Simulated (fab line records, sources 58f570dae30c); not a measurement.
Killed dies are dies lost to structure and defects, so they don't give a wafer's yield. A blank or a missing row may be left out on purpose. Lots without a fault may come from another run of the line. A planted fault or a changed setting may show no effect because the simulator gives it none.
Which tool did it? | flow berkeley_cmos170 | 14 lots, 42 wafers sampled, at 3 steps of a route of 331

WHAT THE GAUGES READ, wafer by wafer
UCB170_V1_BOW_MEAS_03. Usual: V1_BOW 18 um, standard deviation 7.7.
lot  | measured     | on            | V1_BOW (um) | flag
L328 | day 7 10:10  | film_metro-03 | 15 16 9     |
L327 | day 7 10:16  | film_metro-02 | 39 30 29    |
L330 | day 8 03:23  | film_metro-04 | 19 19 12    |
L329 | day 8 03:45  | film_metro-02 | 19 7 18     |
L333 | day 8 17:05  | film_metro-02 | 20 18 19    |
L332 | day 8 17:06  | film_metro-04 | 25 18 33    |
L335 | day 9 06:53  | film_metro-03 | 4 16 13     |
L336 | day 9 06:55  | film_metro-04 | 17 13 17    |
L339 | day 9 20:53  | film_metro-02 | 14 6 12     |
L340 | day 10 06:46 | film_metro-04 | 16 15 20    |
L341 | day 10 06:46 | film_metro-03 | 28 23 21    |
L346 | day 11 01:37 | film_metro-02 | 17 14 0     |
L345 | day 11 01:55 | film_metro-03 | 11 23 28    |
L349 | day 12 04:11 | film_metro-04 | 19 -3 13    |

UCB170_M2_RS_MEAS_02: measures by four-point-probe. Usual: M2_AL_RS 0.0321 ohm/sq, standard deviation 0.00034.
lot  | measured     | on            | M2_AL_RS (ohm/sq)    | flag
L328 | day 7 12:26  | film_metro-02 | 0.0317 0.0320 0.0326 |
L327 | day 7 12:31  | film_metro-01 | 0.0321 0.0321 0.0323 |
L330 | day 8 05:59  | film_metro-04 | 0.0326 0.0323 0.0329 |
L329 | day 8 06:19  | film_metro-01 | 0.0319 0.0317 0.0318 |
L333 | day 8 19:23  | film_metro-02 | 0.0323 0.0323 0.0321 |
L332 | day 8 19:07  | film_metro-02 | 0.0321 0.0324 0.0324 |
L335 | day 9 09:37  | film_metro-02 | 0.0317 0.0311 0.0314 |
L336 | day 9 09:46  | film_metro-04 | 0.0322 0.0320 0.0324 |
L339 | day 9 23:03  | film_metro-02 | 0.0319 0.0314 0.0316 |
L340 | day 10 11:13 | film_metro-01 | 0.0316 0.0318 0.0320 |
L341 | day 10 11:05 | film_metro-02 | 0.0320 0.0321 0.0323 |
L346 | day 11 04:17 | film_metro-02 | 0.0317 0.0323 0.0320 |
L345 | day 11 04:25 | film_metro-04 | 0.0326 0.0324 0.0327 |
L349 | day 12 07:04 | film_metro-01 | 0.0322 0.0324 0.0324 |

UCB170_V2_THK_MEAS_04. Usual: V2_POLISHED_THK 1000.0 nm, standard deviation 1.2.
lot  | measured     | on            | V2_POLISHED_THK (nm) | flag
L328 | day 7 16:42  | film_metro-01 | 999.2 997.7 999.9    |
L327 | day 7 16:50  | film_metro-03 | 999.8 999.6 998.8    |
L330 | day 8 10:26  | film_metro-02 | 999.1 999.9 1000.9   |
L329 | day 8 10:44  | film_metro-03 | 997.3 998.0 1001.1   |
L333 | day 8 22:29  | film_metro-03 | 999.2 1001.9 1002.5  |
L332 | day 8 22:14  | film_metro-02 | 1001.7 1001.3 999.2  |
L335 | day 9 13:06  | film_metro-02 | 999.4 998.5 998.8    |
L336 | day 9 13:23  | film_metro-03 | 1002.2 1000.5 1001.8 |
L339 | day 10 02:31 | film_metro-02 | 1000.9 998.7 1000.5  |
L340 | day 10 14:46 | film_metro-03 | 1002.4 1000.5 998.7  |
L341 | day 10 14:25 | film_metro-02 | 999.6 999.9 999.3    |
L346 | day 11 08:11 | film_metro-03 | 999.3 1001.8 1002.3  |
L345 | day 11 08:20 | film_metro-02 | 999.3 998.3 999.0    |
L349 | day 12 11:59 | film_metro-03 | 999.7 998.2 1000.8   |

WHICH TOOL RAN EACH LOT (tool, then ch and the chambers of the sampled wafers, then the start)
The record holds no process step before these readings.

WHAT THE TOOLS THEMSELVES READ (means of the sampled wafers that have a number; where no wafer has one, the mark that the record gives instead)
The record holds no such reading with a usual standard deviation.

THE ANSWER, worked out from the rows above alone
Rule: a lot is off if the mean of its wafers that have a number lies more than 3 standard deviations from the usual mean. A lot without any number at a reading at which 4 lots or more have one is off too. The other lots that the step has rows for count as sound. The gauges are gone through in route order, then the tools' own readings, and for those a lot's mean is taken as printed above. The first step at which some lot is off is used, and at that step the reading that is off furthest; a lot without a number counts as furthest.
No lot is off at any reading shown: from this, nothing can be told.

WHAT THE SIMULATOR HAD PUT IN
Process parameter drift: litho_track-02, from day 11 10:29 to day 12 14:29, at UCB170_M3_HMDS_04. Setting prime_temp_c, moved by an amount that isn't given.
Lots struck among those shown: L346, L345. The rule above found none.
